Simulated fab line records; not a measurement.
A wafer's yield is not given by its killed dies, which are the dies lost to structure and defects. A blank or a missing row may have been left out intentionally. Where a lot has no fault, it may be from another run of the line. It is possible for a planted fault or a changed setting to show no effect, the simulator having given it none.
fab line records    flow ritCmos
record: lots: 14  wafers: 42  lastDay: 8
route steps=202 shown NRETRO@59 GATE@96 NLDD@109 SPACER@128
lots that met no fault: from a run of the same line without faults
startH: hours from the record's opening day to when the first of the lot's shown wafers began    waitH: how many hours have passed since the lot's step before this one    " unchanged from the row above    L1.1+2: a single row standing in for several wafers    - no value, or no start given    * or withheld: withheld    < > ~ a bound
route shown NAME@n: names a module that has steps shown in the file, with the first one's number in the route    usual: average and standard deviation across the fault-free wafers    same: alike in all rows    chamber/n: place in a boat    sites: each site's reading    _std_site: standard deviation of those values    _edge_site: outer sites' mean less inner sites'    radiusMm: how far each site lies from the wafer's centre    mask NAME#n: copy n    behind: tool/chamber where the wafer was last shaped    hold: reason for holding the lot/hours on hold/outcome of the hold    device: names the non-switching transistor (n, p or np)    end of line: the route-end tests of the same wafers    step lacking rows: just its recipe    killed: dies that structure and defects cost at the first sort, which is not the same as the wafer's yield    map: dies across one wafer; x = killed, . = not, _ = none there
set.NAME: the setting that was run; set.NAME@STEP: the one run at that earlier step    model.NAME: the simulator's own value behind a step, which no gauge read
a sample of lots followed through the steps of the route, with each step as a table and each wafer as a row
services: the hour from which a tool's chamber was out of use, counted from the record's first day as startH (under 0 if before that day), plus the number of hours and why
== steps ==
step: RIT_NRETRO_OVL_MEAS_06
usual: NRETRO_OVL: -0.2/1.4
lot.wafer  tool        chamber  startH  waitH  NRETRO_OVL[nm]
L463.1     overlay-02  -        33.11   -      0.5
L463.5     "           -        "       "      1.4
L463.6     "           -        "       "      1.8
L464.4     overlay-01  -        38.50   -      -0.2
L464.5     "           -        "       "      1.5
L464.6     "           -        "       "      0.7
L465.3     overlay-01  -        43.32   -      0.6
L465.4     "           -        "       "      0.2
L465.5     "           -        "       "      1.5
L467.2     overlay-01  -        54.19   -      -0.6
L467.4     "           -        "       "      -1.5
L467.6     "           -        "       "      2.4
L468.1     overlay-01  -        59.94   -      0.9
L468.3     "           -        "       "      1.8
L468.4     "           -        "       "      0.8
L469.3     overlay-01  -        68.21   -      0.7
L469.4     "           -        "       "      1.2
L469.5     "           -        "       "      -0.3
L470.1     overlay-01  -        74.99   -      0.6
L470.3     "           -        "       "      -1.0
L470.4     "           -        "       "      1.5
L471.2     overlay-01  -        77.81   -      1.9
L471.3     "           -        "       "      -0.3
L471.6     "           -        "       "      1.1
L472.2     overlay-01  -        83.05   -      1.2
L472.4     "           -        "       "      -0.9
L472.5     "           -        "       "      0.4
L473.3     overlay-02  -        87.50   -      -2.2
L473.4     "           -        "       "      -1.2
L473.5     "           -        "       "      -2.4
L476.2     overlay-01  -        101.01  -      4.0
L476.3     "           -        "       "      3.2
L476.4     "           -        "       "      0.2
L480.1     overlay-02  -        118.76  -      -0.1
L480.2     "           -        "       "      -0.1
L480.6     "           -        "       "      -2.9
L481.1     overlay-02  -        121.67  -      0.4
L481.2     "           -        "       "      -1.1
L481.6     "           -        "       "      -0.7
L486.1     overlay-02  -        148.26  -      -2.3
L486.2     "           -        "       "      -1.5
L486.3     "           -        "       "      -1.6
step: RIT_GATE_STRIP_20
recipe: chemistry: O2  timeS: 180  resist: NOVOLAK  platenTempC: withheld  powerW: 500  pressureMtorr: 4000  o2FlowSccm: 4000
usual: drypumpMotorCurrentA: 6.2/0.36
lot.wafer  tool            chamber  startH  waitH  drypumpMotorCurrentA  rfHoursCounterH
L463.1     plasmaAsher-01  0        42.63   0.1    5.7                   40
L463.5     "               0        "       "      5.7                   -
L463.6     "               1        "       "      6.4                   -
L464.4     plasmaAsher-04  1        52.48   0.1    6.3                   -
L464.5     "               1        "       "      6.3                   -
L464.6     "               0        "       "      6.7                   -
L465.3     plasmaAsher-01  0        56.25   0.1    5.7                   -
L465.4     "               1        "       "      6.4                   -
L465.5     "               0        "       "      5.7                   -
L467.2     plasmaAsher-01  1        68.24   0.1    6.4                   42
L467.4     "               0        "       "      5.7                   -
L467.6     "               1        "       "      6.4                   -
L468.1     plasmaAsher-01  0        73.52   0.1    5.7                   43
L468.3     "               0        "       "      5.7                   -
L468.4     "               1        "       "      6.5                   -
L469.3     plasmaAsher-04  0        80.08   0.1    6.6                   -
L469.4     "               1        "       "      6.3                   -
L469.5     "               1        "       "      6.3                   -
L470.1     plasmaAsher-01  0        83.30   0.1    5.7                   44
L470.3     "               0        "       "      5.7                   -
L470.4     "               1        "       "      6.4                   -
L471.2     plasmaAsher-02  1        87.91   0.1    5.9                   46
L471.3     "               1        "       "      5.9                   -
L471.6     "               0        "       "      5.8                   -
L472.2     plasmaAsher-01  1        94.11   0.1    6.4                   45
L472.4     "               0        "       "      5.7                   -
L472.5     "               1        "       "      6.4                   -
L473.3     plasmaAsher-04  1        97.63   0.1    6.3                   -
L473.4     "               0        "       "      6.6                   -
L473.5     "               0        "       "      6.6                   -
L476.2     plasmaAsher-04  1        111.20  0.1    6.3                   28
L476.3     "               1        "       "      6.3                   -
L476.4     "               0        "       "      6.7                   -
L480.1     plasmaAsher-04  0        129.39  0.1    6.6                   31
L480.2     "               1        "       "      6.3                   31
L480.6     "               0        "       "      6.6                   -
L481.1     plasmaAsher-01  0        129.50  0.1    5.7                   1
L481.2     "               1        "       "      6.4                   1
L481.6     "               0        "       "      5.8                   -
L486.1     plasmaAsher-01  0        159.00  0.1    5.7                   4
L486.2     "               1        "       "      6.4                   4
L486.3     "               0        "       "      5.7                   -
step: RIT_NLDD_OVL_MEAS_06
usual: NLDD_OVL: 0.2/1.4
lot.wafer  tool        chamber  startH  waitH  NLDD_OVL[nm]
L463.1     overlay-01  -        48.89   -      -0.4
L463.5     "           -        "       "      1.1
L463.6     "           -        "       "      0.0
L464.4     overlay-01  -        60.50   -      -4.1
L464.5     "           -        "       "      -1.4
L464.6     "           -        "       "      -1.6
L465.3     overlay-01  -        60.73   -      -0.1
L465.4     "           -        "       "      3.1
L465.5     "           -        "       "      -0.5
L467.2     overlay-01  -        74.50   -      1.8
L467.4     "           -        "       "      2.9
L467.6     "           -        "       "      0.9
L468.1     overlay-01  -        79.72   -      -0.2
L468.3     "           -        "       "      -0.8
L468.4     "           -        "       "      0.0
L469.3     overlay-01  -        85.58   -      -1.8
L469.4     "           -        "       "      -2.9
L469.5     "           -        "       "      -2.7
L470.1     overlay-01  -        89.34   -      -0.3
L470.3     "           -        "       "      2.8
L470.4     "           -        "       "      0.6
L471.2     overlay-02  -        93.42   -      -0.5
L471.3     "           -        "       "      -0.6
L471.6     "           -        "       "      -2.0
L472.2     overlay-01  -        98.40   -      -0.5
L472.4     "           -        "       "      -0.8
L472.5     "           -        "       "      -1.1
L473.3     overlay-01  -        103.36  -      0.4
L473.4     "           -        "       "      -1.5
L473.5     "           -        "       "      1.3
L476.2     overlay-01  -        117.59  -      -0.2
L476.3     "           -        "       "      -1.1
L476.4     "           -        "       "      0.4
L480.1     overlay-02  -        134.60  -      1.8
L480.2     "           -        "       "      -0.6
L480.6     "           -        "       "      -0.3
L481.1     overlay-01  -        134.61  -      0.5
L481.2     "           -        "       "      1.1
L481.6     "           -        "       "      0.8
L486.1     overlay-01  -        165.49  -      1.6
L486.2     "           -        "       "      0.9
L486.3     "           -        "       "      1.4
step: RIT_SPACER_CVD_03
recipe: material: Si3N4  targetThkNm: 250  tempC: 810  precursor: SiH2Cl2/NH3  timeS: 3300  pressureMtorr: 300  sih2cl2FlowSccm: 60  nh3FlowSccm: 150
lot.wafer   tool      chamber  startH  waitH
L463.1+5+6  lpcvd-01  0        51.28   0.0
L464.4+5+6  lpcvd-02  1        63.02   0.0
L465.3+4+5  lpcvd-01  1        63.26   0.0
L467.2+4+6  lpcvd-02  1        77.55   0.5
L468.1+3+4  lpcvd-02  0        82.37   0.0
L469.3+4+5  lpcvd-02  0        87.94   0.0
L470.1+3+4  lpcvd-02  1        92.00   0.0
L471.2+3+6  lpcvd-01  1        95.90   0.0
L472.2+4+5  lpcvd-02  1        100.75  0.0
L473.3+4+5  lpcvd-01  1        105.89  0.0
L476.2+3+4  lpcvd-01  1        120.00  0.0
L480.1+2+6  lpcvd-01  0        137.00  0.0
L481.1+2+6  lpcvd-02  0        138.53  1.2
L486.1+2+3  lpcvd-02  0        168.80  0.7
step: RIT_SPACER_THK_MEAS_04
recipe: reads: Si3N4_of_SPACER_CVD_03
usual: SPACER_NITRIDE_THK: 250.2/2.7
lot.wafer  tool          chamber  startH  waitH  SPACER_NITRIDE_THK[nm]
L463.1     filmMetro-03  -        53.20   0.0    254.3
L463.5     "             -        "       "      255.2
L463.6     "             -        "       "      253.5
L464.4     filmMetro-03  -        64.97   0.0    252.3
L464.5     "             -        "       "      253.3
L464.6     "             -        "       "      250.2
L465.3     filmMetro-02  -        65.20   0.0    250.4
L465.4     "             -        "       "      252.0
L465.5     "             -        "       "      251.7
L467.2     filmMetro-03  -        79.47   0.0    251.1
L467.4     "             -        "       "      250.0
L467.6     "             -        "       "      250.6
L468.1     filmMetro-04  -        84.28   0.0    245.6
L468.3     "             -        "       "      245.1
L468.4     "             -        "       "      243.6
L469.3     filmMetro-04  -        89.88   0.0    250.5
L469.4     "             -        "       "      248.0
L469.5     "             -        "       "      251.6
L470.1     filmMetro-03  -        93.92   0.0    244.2
L470.3     "             -        "       "      246.0
L470.4     "             -        "       "      246.9
L471.2     filmMetro-03  -        97.83   0.0    254.4
L471.3     "             -        "       "      251.1
L471.6     "             -        "       "      251.9
L472.2     filmMetro-02  -        103.64  0.0    249.6
L472.4     "             -        "       "      252.1
L472.5     "             -        "       "      249.8
L473.3     filmMetro-02  -        107.82  0.0    252.5
L473.4     "             -        "       "      250.5
L473.5     "             -        "       "      252.9
L476.2     filmMetro-04  -        121.93  0.0    189.3
L476.3     "             -        "       "      188.8
L476.4     "             -        "       "      188.3
L480.1     filmMetro-03  -        138.91  0.0    187.6
L480.2     "             -        "       "      188.5
L480.6     "             -        "       "      191.1
L481.1     filmMetro-03  -        140.45  0.0    248.7
L481.2     "             -        "       "      251.2
L481.6     "             -        "       "      249.7
L486.1     filmMetro-02  -        170.72  0.0    248.0
L486.2     "             -        "       "      248.2
L486.3     "             -        "       "      248.5
step: RIT_SPACER_ETCHBACK_05
recipe: targetDepthA: 2500  SF6_flow_sccm: 30  CHF3_flow_sccm: 30  target: Si3N4  chemistry: SF6/CHF3  pressureMtorr: 40  rfW: 250  timeS: 240  stopOn: SiO2
usual: CHF3_flow_sccm: 30.02/0.097  drypumpMotorCurrentA: 5.8/0.47  oesProductAu: 0.849/0.013  throttleValvePct: 10.30/0.16
lot.wafer  tool        chamber  startH  waitH  CHF3_flow_sccm  drypumpMotorCurrentA  oesProductAu  rfHoursCounterH  throttleValvePct
L463.1     rieDiel-02  1        53.26   0.1    29.98           6.4                   0.853         1                10.50
L463.5     "           3        "       "      29.98           5.1                   0.879         -                10.18
L463.6     "           2        "       "      30.07           5.7                   0.850         -                10.32
L464.4     rieDiel-02  1        65.00   0.0    30.02           6.4                   0.850         1                10.48
L464.5     "           3        "       "      29.96           5.1                   0.881         -                10.19
L464.6     "           2        "       "      30.00           5.7                   0.846         -                10.32
L465.3     rieDiel-01  2        65.24   0.0    30.25           5.1                   0.862         153              10.32
L465.4     "           1        "       "      30.17           6.3                   0.836         3                10.06
L465.5     "           1        "       "      30.13           6.3                   0.848         -                10.08
L467.2     rieDiel-01  0        79.52   0.0    30.02           6.4                   0.865         5                10.47
L467.4     "           1        "       "      29.91           6.2                   0.846         4                10.08
L467.6     "           3        "       "      30.05           6.1                   0.854         -                10.12
L468.1     rieDiel-01  0        84.34   0.1    29.88           6.4                   0.842         6                10.47
L468.3     "           1        "       "      29.84           6.3                   0.832         4                10.06
L468.4     "           3        "       "      29.99           6.1                   0.832         17               10.11
L469.3     rieDiel-02  3        89.92   0.0    29.95           5.1                   0.864         69               10.18
L469.4     "           1        "       "      29.95           6.4                   0.849         1                10.47
L469.5     "           0        "       "      30.05           6.1                   0.830         -                10.44
L470.1     rieDiel-04  3        93.98   0.1    30.04           5.4                   0.827         92               10.15
L470.3     "           1        "       "      30.10           5.4                   0.840         54               10.54
L470.4     "           2        "       "      30.06           5.6                   0.840         4                10.10
L471.2     rieDiel-04  3        97.88   0.0    30.02           5.4                   0.843         92               10.13
L471.3     "           1        "       "      29.90           5.5                   0.853         54               10.54
L471.6     "           2        "       "      30.06           5.6                   0.842         -                10.12
L472.2     rieDiel-01  2        103.69  0.0    30.30           5.1                   0.862         154              10.31
L472.4     "           1        "       "      29.97           6.2                   0.848         4                10.09
L472.5     "           2        "       "      30.37           5.1                   0.860         -                10.33
L473.3     rieDiel-02  1        107.86  0.0    30.06           6.4                   0.854         2                10.50
L473.4     "           0        "       "      29.99           6.2                   0.836         -                10.45
L473.5     "           2        "       "      29.98           5.7                   0.853         -                10.32
L476.2     rieDiel-01  2        121.98  0.0    29.96           5.1                   0.710         155              10.27
L476.3     "           3        "       "      30.13           6.1                   0.696         18               10.08
L476.4     "           1        "       "      30.18           6.3                   0.694         5                10.02
L480.1     rieDiel-01  0        138.97  0.1    30.03           6.4                   0.704         7                10.40
L480.2     "           3        "       "      30.03           6.1                   0.701         19               10.07
L480.6     "           0        "       "      29.81           6.4                   0.718         -                10.43
L481.1     rieDiel-04  2        140.51  0.1    30.06           5.6                   0.845         5                10.12
L481.2     "           0        "       "      29.95           6.1                   0.864         125              10.26
L481.6     "           1        "       "      30.12           5.4                   0.849         -                10.56
L486.1     rieDiel-04  2        170.78  0.1    30.03           5.6                   0.850         5                10.13
L486.2     "           0        "       "      30.16           6.1                   0.855         126              10.28
L486.3     "           1        "       "      29.92           5.4                   0.850         55               10.55
== services ==
tool            chamber  startH  hours  kind
rieDiel-04      3        60.04   2.2    repair
plasmaAsher-02  -        72.58   11.4   pm
rieDiel-02      3        100.56  8.9    repair
rieDiel-04      -        107.70  28.1   pm
plasmaAsher-01  -        108.75  9.0    pm
plasmaAsher-01  0        108.75  9.0    ventCycle
plasmaAsher-01  1        108.75  9.0    ventCycle
plasmaAsher-01  0        117.75  -      clean
plasmaAsher-01  1        117.75  -      clean
lpcvd-02        -        121.74  6.1    pm
rieDiel-01      2        130.62  -      clean
rieDiel-01      2        130.62  23.5   scheduledDown
rieDiel-01      2        130.62  23.5   ventCycle
plasmaAsher-04  -        158.88  1.4    repair
== key ==
firstSign: step: RIT_SPACER_THK_MEAS_04  reading: SPACER_NITRIDE_THK  direction: down  sigmas: 23  usual: 250.2  struck: 188.9
effect: step: RIT_SPACER_ETCHBACK_05  reading: oesProductAu  direction: down  sigmas: 11  usual: 0.849  struck: 0.704
metAt RIT_SPACER_CVD_03
struckLots L476,L480
sortLeftOut L476.2,L476.3,L476.4,L480.1,L480.2,L480.6
testerLeftOut L476,L480
notActingAt RIT_NRETRO_OVL_MEAS_06,RIT_GATE_STRIP_20,RIT_NLDD_OVL_MEAS_06
onsetBetween 105.89 120.00
fault: kind: processParameterDrift  tool: lpcvd-01  chamber: -  onsetH: 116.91  steps: RIT_SPACER_CVD_03  channel: targetThkNm  offset: -62.08  shape: step  endH: 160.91  actsIn: theseRecipesOnly  stated: 250
testerLeftOut: of these lots the tester's yield and bins aren't shown, on N5 and GAA mostly nor the transistor test; their killed dies are dies lost to structure and defects alone, not to doping, threshold or leakage, so they don't give the yield
sortLeftOut: the simulated sort isn't trusted on such a fault, so these wafers' sort isn't shown, and their yield isn't known
